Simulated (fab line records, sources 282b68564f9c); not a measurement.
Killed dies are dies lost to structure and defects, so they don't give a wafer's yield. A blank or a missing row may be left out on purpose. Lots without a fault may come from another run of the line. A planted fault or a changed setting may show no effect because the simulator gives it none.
A struck lot beside a sound one | flow rit_cmos | 15 steps out of a route of 202
Sound: wafers L968.2, L968.3, L968.6. Struck: wafers L983.2, L983.3, L983.6. The cause comes at the end.
At each step with rows: each side's tool, then ch and its chambers, then its first start. Under that, the readings that differ: sound wafers | struck wafers | difference of the means | sigmas: that difference in standard deviations of wafers without a fault.
alike: readings whose means differ by less than 2 such deviations, and words and numbers that are the same on both sides. not compared: withheld readings, readings that some wafer has no value for, bounds like >300 that may hide the same value, and numbers for which the record gives no deviation and whose values overlap.
The two part at a step that has a row with sigmas, a row that says differs or no value, or rows on one side only. Numbers that don't overlap but have no deviation are shown without sigmas and don't part them. A reading that every wafer of one side lacks parts them only if that side has two wafers or more.

first, 2 steps without rows for these wafers: RIT_PWELL_PEB_04; RIT_PWELL_DEVELOP_05 (develop time 68 s).
RIT_PWELL_OVL_MEAS_06:
  sound on overlay-02, day 2 03:49; struck on overlay-02, day 5 07:52
  alike: PWELL_OVL
then, 2 steps without rows for these wafers: RIT_PWELL_HARDBAKE_07 (time 120 s); RIT_PWELL_IMPLANT_08.
RIT_PWELL_STRIP_09: strips in O2, time 180 s.
  sound on plasma_asher-01 ch 0,1, day 2 04:14; struck on plasma_asher-02 ch 0,1, day 5 08:18
  alike: drypump_motor_current_A, rf_refl_power_W
  not compared: rf_hours_counter_h
RIT_PWELL_TW_MEAS_10:
  sound on film_metro-04, day 2 04:25; struck on film_metro-03, day 5 08:29
  reading  | sound       | struck      | difference | sigmas
  PWELL_TW | 976 979 980 | 951 953 952 | -26        | -3
then, 1 step without rows for these wafers: RIT_WELLDRIVE_ANNEAL_00 (time 14700 s).
RIT_WELLDRIVE_RS_MEAS_01: measures by four-point-probe.
  sound on film_metro-03, day 2 09:35; struck on film_metro-02, day 5 13:59
  alike: NWELL_RS
RIT_WELLDRIVE_RS_MEAS_02: measures by four-point-probe.
  sound on film_metro-03, day 2 09:42; struck on film_metro-02, day 5 14:06
  alike: PWELL_RS
then, 2 steps without rows for these wafers: RIT_NRETRO_HMDS_00 (prime time 60 s); RIT_NRETRO_COAT_01 (resist thk 1300 nm).
RIT_NRETRO_SOFTBAKE_02: time 60 s.
  sound on litho_track-01 ch 0, day 2 10:07; struck on litho_track-03 ch 0, day 5 14:32
  reading          | sound             | struck            | difference | sigmas
  run_length_s (s) | 88.91 89.02 89.15 | 99.25 99.48 99.19 | +10.28     | +49
  alike: chill_plate_temp_C
then, 1 step without rows for these wafers: RIT_NRETRO_EXPOSE_03 (exposes mask M4, target cd 43900 nm).
RIT_M1_PROBE_99:
  the record has rows for the sound wafers here (prober-01, day 3 16:07) and none for the struck ones

WHERE THEY PART
First at RIT_PWELL_TW_MEAS_10; last, within this record, at RIT_M1_PROBE_99.

WHY: what the simulator had put in
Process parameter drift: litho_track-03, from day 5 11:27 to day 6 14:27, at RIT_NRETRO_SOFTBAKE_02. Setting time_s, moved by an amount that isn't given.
